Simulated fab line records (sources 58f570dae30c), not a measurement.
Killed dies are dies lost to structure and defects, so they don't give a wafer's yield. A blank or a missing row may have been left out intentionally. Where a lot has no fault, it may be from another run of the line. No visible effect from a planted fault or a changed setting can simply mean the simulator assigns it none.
Which of the tools did it? / flow berkeley cmos170 / 36 wafers from 12 lots sampled at 3 of the route's 331 steps

== WHAT THE GAUGES READ, wafer by wafer ==
UCB170_V1_CD_MEAS_12: the cd target is 700 nm. Usual: cd nm reads 699.7 nm (standard deviation 1.5).
lot=L608; measured=day 7 20:07; on=cd sem-02; cd nm (nm)=697.9 699.3 697.5; flag=
lot=L606; measured=day 7 20:14; on=cd sem-02; cd nm (nm)=699.2 699.8 699.6; flag=
lot=L607; measured=day 7 21:08; on=cd sem-01; cd nm (nm)=701.8 700.6 700.1; flag=
lot=L609; measured=day 7 23:38; on=cd sem-02; cd nm (nm)=700.7 701.1 700.4; flag=
lot=L610; measured=day 8 14:50; on=cd sem-01; cd nm (nm)=697.2 697.6 697.1; flag=
lot=L611; measured=day 8 15:09; on=cd sem-02; cd nm (nm)=699.0 699.4 699.3; flag=
lot=L620; measured=day 10 09:35; on=cd sem-01; cd nm (nm)=701.0 699.9 699.2; flag=
lot=L622; measured=day 10 14:56; on=cd sem-01; cd nm (nm)=701.9 701.3 702.1; flag=
lot=L623; measured=day 10 15:19; on=cd sem-01; cd nm (nm)=699.1 698.0 698.7; flag=
lot=L625; measured=day 10 20:29; on=cd sem-02; cd nm (nm)=701.5 699.7 699.3; flag=
lot=L621; measured=day 10 21:11; on=cd sem-01; cd nm (nm)=698.9 699.5 701.0; flag=
lot=L626; measured=day 10 23:20; on=cd sem-01; cd nm (nm)=699.3 698.9 698.5; flag=

UCB170_M2_OVL_MEAS_16. Usual: M2_OVL typically reads 0 nm, with standard deviation 6.
lot=L608; measured=day 8 00:29; on=overlay-02; M2_OVL (nm)=1 -2 -3; flag=
lot=L606; measured=day 8 00:35; on=overlay-01; M2_OVL (nm)=6 15 1; flag=
lot=L607; measured=day 8 00:52; on=overlay-02; M2_OVL (nm)=-10 1 -4; flag=
lot=L609; measured=day 8 03:02; on=overlay-01; M2_OVL (nm)=2 2 2; flag=
lot=L610; measured=day 8 18:37; on=overlay-01; M2_OVL (nm)=4 10 9; flag=
lot=L611; measured=day 8 18:57; on=overlay-01; M2_OVL (nm)=-3 -7 -3; flag=
lot=L620; measured=day 10 12:45; on=overlay-02; M2_OVL (nm)=-10 -7 -1; flag=
lot=L622; measured=day 10 18:32; on=overlay-01; M2_OVL (nm)=-6 -3 -1; flag=
lot=L623; measured=day 10 18:54; on=overlay-01; M2_OVL (nm)=-6 -8 -10; flag=
lot=L625; measured=day 10 23:41; on=overlay-01; M2_OVL (nm)=-1 11 4; flag=
lot=L621; measured=day 11 00:41; on=overlay-01; M2_OVL (nm)=0 2 -6; flag=
lot=L626; measured=day 11 02:16; on=overlay-02; M2_OVL (nm)=2 -2 -2; flag=

UCB170_V2_OVL_MEAS_13. Usual: V2_OVL typically reads -1 nm, with standard deviation 5.4.
lot=L608; measured=day 8 04:13; on=overlay-01; V2_OVL (nm)=0 -5 -3; flag=
lot=L606; measured=day 8 04:23; on=overlay-02; V2_OVL (nm)=4 5 0; flag=
lot=L607; measured=day 8 04:29; on=overlay-01; V2_OVL (nm)=-1 0 -4; flag=
lot=L609; measured=day 8 05:53; on=overlay-01; V2_OVL (nm)=7 -6 -6; flag=
lot=L610; measured=day 8 21:56; on=overlay-01; V2_OVL (nm)=-12 -5 4; flag=
lot=L611; measured=day 8 22:13; on=overlay-02; V2_OVL (nm)=0 -5 -3; flag=
lot=L620; measured=day 10 16:01; on=overlay-01; V2_OVL (nm)=-7 7 -3; flag=
lot=L622; measured=day 10 21:11; on=overlay-02; V2_OVL (nm)=0 -6 -4; flag=
lot=L623; measured=day 10 21:26; on=overlay-02; V2_OVL (nm)=-2 4 -1; flag=
lot=L625; measured=day 11 02:34; on=overlay-01; V2_OVL (nm)=1 -6 0; flag=
lot=L621; measured=day 11 07:28; on=overlay-01; V2_OVL (nm)=16 -2 8; flag=
lot=L626; measured=day 11 07:18; on=overlay-01; V2_OVL (nm)=5 4 2; flag=

== TOOL THAT RAN EACH LOT (tool first, then ch and the chambers of the sampled wafers, then the start) ==
Before these readings, the record contains no process step.

== WHAT THE TOOLS THEMSELVES READ (means of the sampled wafers that have a number; where no wafer has one, the mark that the record gives instead) ==
The record holds no such reading with a usual standard deviation.

== THE ANSWER, worked out from the rows above alone ==
Rule: lot off if the mean of its wafers having a number is beyond 3 standard deviations from the usual mean. Also off: a lot with no number at a reading for which 4 or more lots have one. All remaining lots with rows at the step are treated as sound. The gauges are gone through in route order, then the tools' own readings, and for those a lot's mean is taken as printed above. At the first step where some lot is off, the reading lying furthest off is the one used; lots without a number count as furthest.
Nothing can be told from this: no lot is off at any reading shown.

== WHAT THE SIMULATOR HAD PUT IN ==
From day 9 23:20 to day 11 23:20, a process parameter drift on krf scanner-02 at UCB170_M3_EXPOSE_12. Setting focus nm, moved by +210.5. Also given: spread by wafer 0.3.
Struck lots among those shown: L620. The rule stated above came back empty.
